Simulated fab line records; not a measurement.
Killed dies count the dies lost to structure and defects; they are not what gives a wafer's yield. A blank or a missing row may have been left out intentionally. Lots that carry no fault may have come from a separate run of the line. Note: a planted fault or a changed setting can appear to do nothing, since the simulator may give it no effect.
Problem report, 8D (eight disciplines) form, completed by code    flow berkeleyCmos170    the parts of the form that need people (team, actions taken, sign-off) are left out

== 1. WHAT WENT WRONG ==
At UCB170_NVT_COAT_01, spinSpeedRpm averages 1669.3 rpm over 9 wafers from 3 lots, while fault-free wafers read 1500.1 rpm, standard deviation 1.2. That is +99 or more standard deviations from the usual mean.
The step: resist thk 900 nm.
The first sign was on wafer L689.2 at day 8 13:46, on lithoTrack-01. The record holds 45 wafers of 15 lots with a number at this step. Rule for "out", or "out of limits": more than 4 standard deviations from the usual mean. All remaining wafers that have a number are taken as sound.

== 2. WHAT IT IS, AND WHAT IT ISN'T ==
question                     is                      is not
which readings at this step  spinSpeedRpm            exhaustPa
which lots                   L689, L692, L693        L680, L681, L682, L684, L685, L690, L695, L697, L698, L699, L700, L702
which wafers of those lots   all that have a number  -
read on which tools          lithoTrack-01           lithoTrack-03, lithoTrack-04
when                         from day 8 13:46        up to then (18 sound wafers); but 18 sound wafers of L695, L697, L698, L699, L700, L702 came after

== 3. THE SUSPECTS, EACH WITH WHAT RULES IT OUT ==
Counting: a tool stays on the suspect list if, at a process step up to the reading, it processed all lots that are out and no sound lot following the first of them.
- lithoTrack-01 at UCB170_NVT_COAT_01 (resist thk 900 nm): kept. It ran every lot that is out, first L689 (day 8 13:46), and no sound lot after that; its last sound lot up to then is L681 (day 7 07:06). Its own spinSpeedRpm readings are out on those wafers.
The count leaves lithoTrack-01 at UCB170_NVT_COAT_01.

== 4. THE CAUSE (what the simulator had put in) ==
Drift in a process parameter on lithoTrack-01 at UCB170_NVT_COAT_01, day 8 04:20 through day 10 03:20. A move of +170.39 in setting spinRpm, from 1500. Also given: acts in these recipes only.
This tool alone remained once counting was done.

== 5. THE CHAIN OF EFFECTS, in route order ==
Rows list readings where the struck wafers' mean (over those with a number) sits beyond 3 standard deviations from the usual. Only readings for which the record gives a usual standard deviation are gone through. hours: the time from each lot's start at the first step in this table that gives one to its start at this step, as a median over the lots. sigmas: the change in usual standard deviations.
hours  step                 reading               usual       on struck wafers  change  sigmas
0      UCB170_NVT_COAT_01   spinSpeedRpm          1500.1 rpm  1669.3            +169.2  +99 or more
2      UCB170_NVT_STRIP_08  stripTimeToEndpointS  21.62 s     20.50             -1.12   -20
The process steps in it:
- UCB170_NVT_COAT_01: resist thk 900 nm.
- UCB170_NVT_STRIP_08: strips in O2.

== 6. HOW IT WOULD HAVE BEEN CAUGHT EARLIER ==
9 hours passed between the start of the fault at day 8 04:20 and the first reading out of limits in this record, taken at day 8 13:46.
